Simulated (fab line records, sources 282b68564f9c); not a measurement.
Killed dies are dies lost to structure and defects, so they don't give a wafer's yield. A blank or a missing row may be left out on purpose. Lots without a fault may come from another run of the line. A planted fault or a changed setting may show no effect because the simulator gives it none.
Which tool did it? | flow rit_cmos | 9 lots, 27 wafers sampled, at 2 steps of a route of 202

WHAT THE GAUGES READ, wafer by wafer
The record holds no reading of a measuring or inspecting step that can be judged against a usual standard deviation.

WHICH TOOL RAN EACH LOT (tool, then ch and the chambers of the sampled wafers, then the start)
lot  | RIT_M1_ANNEAL_15             | RIT_M1_PROBE_99
L848 | furnace-02 ch 0, day 3 10:34 | prober-01, day 3 12:11
L849 | furnace-02 ch 0, day 3 19:25 | prober-02, day 3 21:02
L850 | furnace-02 ch 0, day 3 23:32 | prober-01, day 4 01:12
L851 | furnace-02 ch 0, day 4 05:05 | prober-02, day 4 06:42
L852 | furnace-02 ch 0, day 4 07:31 | prober-01, day 4 09:08
L853 | furnace-02 ch 0, day 4 12:55 | prober-02, day 4 14:32
L854 | furnace-02 ch 0, day 4 19:25 | prober-01, day 4 21:02
L870 | furnace-02 ch 0, day 8 02:50 | prober-01, day 8 04:28
L871 | furnace-02 ch 0, day 8 07:16 | prober-02, day 8 08:53
- RIT_M1_ANNEAL_15: time 1800 s.
- RIT_M1_PROBE_99

WHAT THE TOOLS THEMSELVES READ (means of the sampled wafers that have a number; where no wafer has one, the mark that the record gives instead)
RIT_M1_ANNEAL_15. Usual: spike_tc_centre_C 451.8 C, standard deviation 0.97; spike_tc_load_C 465.8 C, standard deviation 0.91; spike_tc_source_C 474.4 C, standard deviation 1.1; tube_center_temp_C 450 C, standard deviation 0.039; tube_center_temp_C_max 451.17, standard deviation 0.19; zone_power_centre_pct 21.10 %, standard deviation 0.22; zone_power_load_pct 6.40 %, standard deviation 0.06; zone_power_source_pct 8.19 %, standard deviation 0.078.
lot  | tool       | spike_tc_centre_C (C) | spike_tc_load_C (C) | spike_tc_source_C (C) | tube_center_temp_C (C) | tube_center_temp_C_max | zone_power_centre_pct (%) | zone_power_load_pct (%) | zone_power_source_pct (%) | flag
L848 | furnace-02 | 451.2                 | 466.2               | 473.6                 | 450                    | 451.18                 | 21.18                     | 6.42                    | 8.18                      |
L849 | furnace-02 | 451.6                 | 465.6               | 475.4                 | 450                    | 451.24                 | 20.94                     | 6.45                    | 8.18                      |
L850 | furnace-02 | 451.4                 | 465.6               | 474.7                 | 450                    | 451.12                 | 21.23                     | 6.47                    | 8.09                      |
L851 | furnace-02 | 451.5                 | 465.4               | 475.0                 | 450                    | 451.01                 | 21.11                     | 6.41                    | 8.19                      |
L852 | furnace-02 | 452.7                 | 466.0               | 474.9                 | 450                    | 451.06                 | 21.27                     | 6.36                    | 8.19                      |
L853 | furnace-02 | 496.4                 | 510.6               | 520.1                 | 495                    | 496.14                 | 23.48                     | 7.43                    | 9.52                      | OFF
L854 | furnace-02 | 497.6                 | 511.1               | 519.8                 | 495                    | 496.17                 | 23.32                     | 7.44                    | 9.61                      | OFF
L870 | furnace-02 | 451.7                 | 466.0               | 473.9                 | 450                    | 451.14                 | 21.12                     | 6.32                    | 8.20                      |
L871 | furnace-02 | 451.9                 | 465.1               | 472.9                 | 450                    | 451.11                 | 21.08                     | 6.41                    | 8.21                      |

RIT_M1_PROBE_99. Usual: defect_limited_yield 97.4 %, standard deviation 1; killed_at_M0_to_M3 0.0, standard deviation 0.12; killed_at_contacts 0.1, standard deviation 0.25; killed_at_front_end 6.8, standard deviation 2.7; killed_dies 6.8, standard deviation 2.7; killed_open 3.4, standard deviation 1.8; killed_short 3.5, standard deviation 1.7; sort_bin_3_pad_short 0.1 %, standard deviation 0.23; sort_bin_5_function 1.5 %, standard deviation 0.67; sort_bin_6_memory 1.0 %, standard deviation 0.67; sort_n_pass 257.2, standard deviation 2.7; sort_yield_pct 97.4 %, standard deviation 1.
lot  | tool      | defect_limited_yield (%) | killed_at_M0_to_M3 | killed_at_contacts | killed_at_front_end | killed_dies | killed_open | killed_short | sort_bin_3_pad_short (%) | sort_bin_5_function (%) | sort_bin_6_memory (%) | sort_n_pass | sort_yield_pct (%) | flag
L848 | prober-01 | 98.4                     | 0.0                | 0.0                | 4.3                 | 4.3         | 2.7         | 1.7          | 0.1                      | 1.0                     | 0.5                   | 259.7       | 98.4               |
L849 | prober-02 | 96.8                     | 0.0                | 0.7                | 7.7                 | 8.3         | 4.3         | 4.0          | 0.5                      | 1.5                     | 1.1                   | 255.7       | 96.8               |
L850 | prober-01 | 97.1                     | 0.0                | 0.3                | 7.3                 | 7.7         | 4.7         | 3.0          | 0.3                      | 1.9                     | 0.8                   | 256.3       | 97.1               |
L851 | prober-02 | 97.3                     | 0.0                | 0.0                | 7.0                 | 7.0         | 3.0         | 4.0          | 0.1                      | 1.4                     | 1.1                   | 257.0       | 97.3               |
L852 | prober-01 | 97.4                     | 0.0                | 0.0                | 7.0                 | 7.0         | 3.3         | 3.7          | 0.1                      | 1.4                     | 1.2                   | 257.0       | 97.4               |
L853 | prober-02 | 95.7                     | 0.0                | 0.0                | 11.3                | 11.3        | 5.7         | 5.7          | 0.3                      | 1.6                     | 2.4                   | 252.7       | 95.7               |
L854 | prober-01 | 97.9                     | 0.0                | 0.0                | 5.7                 | 5.7         | 3.0         | 2.7          | 0.3                      | 1.3                     | 0.6                   | 258.3       | 97.9               |
L870 | prober-01 | 97.1                     | 0.0                | 0.0                | 7.7                 | 7.7         | 4.0         | 3.7          | 0.1                      | 1.4                     | 1.4                   | 256.3       | 97.1               |
L871 | prober-02 | 97.1                     | 0.3                | 0.0                | 7.3                 | 7.7         | 4.0         | 3.7          | 0.1                      | 1.4                     | 1.4                   | 256.3       | 97.1               |

THE ANSWER, worked out from the rows above alone
Rule: a lot is off if the mean of its wafers that have a number lies more than 3 standard deviations from the usual mean. A lot without any number at a reading at which 4 lots or more have one is off too. The other lots that the step has rows for count as sound. The gauges are gone through in route order, then the tools' own readings, and for those a lot's mean is taken as printed above. The first step at which some lot is off is used, and at that step the reading that is off furthest; a lot without a number counts as furthest.
Off: L853, L854, at RIT_M1_ANNEAL_15 (tube_center_temp_C).
A tool fits if, at that step or a process step before it, it ran every lot that is off, and no sound lot after the first of them. None of those tried fits.

WHAT THE SIMULATOR HAD PUT IN
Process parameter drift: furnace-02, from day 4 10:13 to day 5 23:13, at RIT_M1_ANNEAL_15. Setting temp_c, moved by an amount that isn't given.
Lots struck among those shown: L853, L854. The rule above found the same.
